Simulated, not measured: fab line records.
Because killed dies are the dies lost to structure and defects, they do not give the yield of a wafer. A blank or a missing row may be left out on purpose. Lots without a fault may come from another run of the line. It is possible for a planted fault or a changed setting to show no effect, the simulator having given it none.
Chamber matching	flow berkeley-cmos170	rie-si-01 running UCB170_GATE_ETCH_15: 4 sister chambers
The step etches poly-Si in HBr/Cl2, stops on SiO2, time 56.3 s, target depth 278.2 nm. 16 wafers are shown with their chamber, then 8 later ones without.

## WAFERS WITH THEIR CHAMBER
wafer	chamber	drypump-motor-current-A (A)	throttle-valve-pct (%)	oes-product-au (a.u.)
L671.3	3	5.93	26.48	0.823
L671.5	1	5.59	26.47	0.825
L671.6	0	5.16	25.93	0.863
L672.2	0	5.17	25.92	0.870
L672.4	1	5.56	26.48	0.832
L672.6	3	5.89	26.51	0.830
L673.3	1	5.59	26.46	0.822
L673.4	0	5.18	25.92	0.847
L673.5	1	5.59	26.48	0.829
L675.1	3	5.91	26.49	0.835
L675.2	1	5.60	26.47	0.835
L675.3	2	5.70	26.04	0.823
L683.2	0	5.17	25.92	0.854
L683.4	2	5.70	26.06	0.804
L683.6	3	5.91	26.51	0.831
L685.2	1	5.59	26.48	0.832

SIGNATURES, as means of the wafers listed above
reading	chamber 0	chamber 1	chamber 2	chamber 3	scatter within a chamber
drypump-motor-current-A	5.1700	5.5867	5.7000	5.9100	0.0127
throttle-valve-pct	25.9225	26.4733	26.0500	26.4975	0.0103
oes-product-au	0.85850	0.82917	0.81350	0.82975	0.00752
Rule: for each reading, subtract the chamber's mean from the wafer's reading, divide by that reading's scatter and square the result; add these up over the readings and take the root, which gives the wafer's distance from the chamber. If the next closest chamber is less than 2 further off than the closest, the wafer can't be placed; otherwise it belongs to the closest. How the scatter is found: for the shown wafers, subtract from each reading the mean of its chamber, square and add these, divide the total by (wafers less chambers), then take the root.

## WAFERS WHOSE CHAMBER IS MISSING
wafer	drypump-motor-current-A (A)	throttle-valve-pct (%)	oes-product-au (a.u.)
L685.4	5.68	26.05	0.799
L685.6	5.92	26.48	0.828
L687.1	5.92	26.50	0.838
L687.4	5.71	26.05	0.805
L687.5	5.58	26.49	0.835
L691.2	5.57	26.47	0.812
L691.4	5.18	25.93	0.856
L691.6	5.57	26.47	0.818

## WHICH CHAMBER EACH ONE RAN IN
wafer	from the rows above	in truth
L685.4	2	2
L685.6	3	3
L687.1	3	3
L687.4	2	2
L687.5	1	1
L691.2	1	1
L691.4	0	0
L691.6	1	1
8 of 8 placed correctly. Left unplaced by these rows: 0. Placed wrongly: 0.
